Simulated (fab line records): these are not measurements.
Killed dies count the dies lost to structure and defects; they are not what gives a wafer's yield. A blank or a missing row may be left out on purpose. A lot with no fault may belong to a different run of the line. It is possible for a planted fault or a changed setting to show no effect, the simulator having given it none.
fab line records + flow rit-cmos
record
- lots=13
- wafers=39
- last-day=7
route steps=202 shown PSD@151
lots that met no fault: from a run of the same line without faults
start-h: start of the lot's first displayed wafer, in hours after the record's first day + wait-h: hours from the lot's prior step to this one + " identical to the entry in the row above + L1.1+2: a row that stands for several wafers + - no value, or no start given + * or withheld: withheld + < > ~ a bound
route shown NAME@n: names a module that has steps shown in the file, with the first one's number in the route + usual: average and standard deviation across the fault-free wafers + same: alike in all rows + chamber/n: place in a boat + sites: the reading at each site + _std_site: standard deviation across them + _edge_site: inner sites' mean taken away from outer sites' mean + radius-mm: for every site, how far away it sits from the centre of the wafer + mask NAME#n: copy n + behind: the most recent tool/chamber to have shaped the wafer + hold: what put the lot on hold/how long, in hours/how the hold closed + device: transistor that didn't switch, given as n, p or np + end of line: at the end of the route, the tests of the same wafers + a step with no rows: only its recipe + killed: the dies lost at the first sort to structure and to defects; this is not the yield of the wafer + map: a wafer's dies, x killed, . not, _ none there
set.NAME: the run value of the setting; set.NAME@STEP: its run value at that earlier step + model.NAME: the simulator's own value behind a step, which no gauge read
route steps across a sampled set of lots; one table per step, one row per wafer
services: a tool's chamber out of use, with start hour (start-h, from the record's first day; less than 0 if before it), hours out, and reason
## steps
# step RIT_PSD_STRIP_09
# recipe
- chemistry=O2
- time-s=180
- resist=NOVOLAK
- platen-temp-c=withheld
- power-w=500
- pressure-mtorr=4000
- o2-flow-sccm=4000
# usual
- drypump-motor-current-A=5.5/0.41
- run-length-s=208.1/0.38
| lot.wafer | tool            | chamber | start-h | wait-h | drypump-motor-current-A | rf-hours-counter-h | run-length-s |
|-----------|-----------------|---------|---------|--------|-------------------------|--------------------|--------------|
| L488.1    | plasma-asher-01 | 1       | 51.51   | 0.1    | 6.0                     | 42                 | 208.1        |
| L488.3    | "               | 0       | "       | "      | 5.1                     | -                  | 208.3        |
| L488.4    | "               | 1       | "       | "      | 5.9                     | -                  | 208.3        |
| L490.1    | plasma-asher-03 | 1       | 58.84   | 0.1    | 6.0                     | 39                 | 207.6        |
| L490.3    | "               | 0       | "       | "      | 5.0                     | -                  | 207.6        |
| L490.5    | "               | 1       | "       | "      | 6.0                     | -                  | 208.1        |
| L491.1    | plasma-asher-03 | 0       | 63.73   | 0.1    | 5.0                     | 40                 | 207.9        |
| L491.2    | "               | 1       | "       | "      | 6.0                     | 40                 | 207.5        |
| L491.6    | "               | 0       | "       | "      | 5.0                     | -                  | 207.7        |
| L493.2    | plasma-asher-01 | 0       | 75.65   | 0.1    | 5.1                     | 44                 | 208.5        |
| L493.3    | "               | 1       | "       | "      | 6.0                     | -                  | 208.3        |
| L493.6    | "               | 1       | "       | "      | 5.9                     | -                  | 207.9        |
| L496.1    | plasma-asher-01 | 0       | 88.58   | 0.1    | 5.1                     | 46                 | 208.9        |
| L496.2    | "               | 1       | "       | "      | 5.9                     | 46                 | 208.0        |
| L496.3    | "               | 0       | "       | "      | 5.1                     | -                  | 208.4        |
| L500.2    | plasma-asher-03 | 1       | 108.26  | 0.1    | 6.0                     | 45                 | 117.7        |
| L500.4    | "               | 1       | "       | "      | 6.0                     | -                  | 117.2        |
| L500.5    | "               | 0       | "       | "      | 5.0                     | -                  | 117.3        |
| L501.2    | plasma-asher-01 | 1       | 112.98  | 0.1    | 6.0                     | 49                 | 207.8        |
| L501.4    | "               | 0       | "       | "      | 5.1                     | -                  | 208.4        |
| L501.5    | "               | 0       | "       | "      | 5.1                     | -                  | 208.4        |
| L505.1    | plasma-asher-01 | 1       | 136.51  | 0.1    | 5.9                     | 52                 | 208.1        |
| L505.3    | "               | 0       | "       | "      | 5.1                     | -                  | 208.6        |
| L505.4    | "               | 1       | "       | "      | 5.9                     | -                  | 207.9        |
| L506.1    | plasma-asher-01 | 1       | 144.37  | 0.1    | 5.9                     | 53                 | 208.1        |
| L506.4    | "               | 0       | "       | "      | 5.1                     | -                  | 208.7        |
| L506.6    | "               | 1       | "       | "      | 5.9                     | -                  | 207.9        |
| L507.2    | plasma-asher-01 | 0       | 149.04  | 0.1    | 5.1                     | 53                 | 209.1        |
| L507.4    | "               | 1       | "       | "      | 6.0                     | -                  | 207.7        |
| L507.5    | "               | 0       | "       | "      | 5.1                     | -                  | 209.0        |
| L508.1    | plasma-asher-02 | 1       | 153.45  | 0.1    | 5.7                     | 35                 | 207.6        |
| L508.2    | "               | 0       | "       | "      | 5.6                     | 35                 | 208.3        |
| L508.3    | "               | 0       | "       | "      | 5.6                     | -                  | 207.8        |
| L509.2    | plasma-asher-03 | 1       | 158.34  | 0.1    | 6.0                     | 3                  | 207.7        |
| L509.4    | "               | 1       | "       | "      | 6.0                     | -                  | 207.6        |
| L509.5    | "               | 0       | "       | "      | 5.0                     | -                  | 208.0        |
| L511.1    | plasma-asher-01 | 1       | 164.90  | 0.1    | 5.9                     | 55                 | 207.8        |
| L511.5    | "               | 1       | "       | "      | 5.9                     | -                  | 207.8        |
| L511.6    | "               | 0       | "       | "      | 5.1                     | -                  | 208.5        |
## services
| tool            | chamber | start-h | hours | kind       |
|-----------------|---------|---------|-------|------------|
| plasma-asher-02 | -       | 86.70   | 8.5   | repair     |
| plasma-asher-02 | -       | 108.22  | 1.9   | repair     |
| plasma-asher-03 | -       | 108.75  | 9.0   | pm         |
| plasma-asher-03 | 0       | 108.75  | 9.0   | vent-cycle |
| plasma-asher-03 | 1       | 108.75  | 9.0   | vent-cycle |
| plasma-asher-01 | -       | 115.41  | 1.7   | repair     |
| plasma-asher-03 | 0       | 117.75  | -     | clean      |
| plasma-asher-03 | 1       | 117.75  | -     | clean      |
| plasma-asher-03 | -       | 129.50  | 4.1   | repair     |
| plasma-asher-03 | -       | 135.38  | 6.6   | repair     |
## key
first-sign
- step=RIT_PSD_STRIP_09
- reading=run-length-s
- direction=down
- sigmas=99+
- usual=*
- struck=*
effect none on later readings
met-at RIT_PSD_STRIP_09
struck-lots L500
later-rows-left-out L500.2,L500.4,L500.5
sort-left-out L500.2,L500.4,L500.5
tester-left-out L500
onset-between 63.73 108.26
fault
- kind=strip-aborted
- tool=plasma-asher-03
- chamber=-
- onset-h=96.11
- steps=RIT_PSD_STRIP_09
- offset=0.35
- end-h=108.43
# tester-left-out: of these lots the tester's yield and bins aren't shown, on N5 and GAA mostly nor the transistor test; their killed dies are dies lost to structure and defects alone, not to doping, threshold or leakage, so they don't give the yield
# sort-left-out: the simulated sort isn't trusted on such a fault, so these wafers' sort isn't shown, and their yield isn't known
# later-rows-left-out: the simulator's readings of these wafers behind a module that went badly wrong aren't trusted and aren't shown, but for the sort
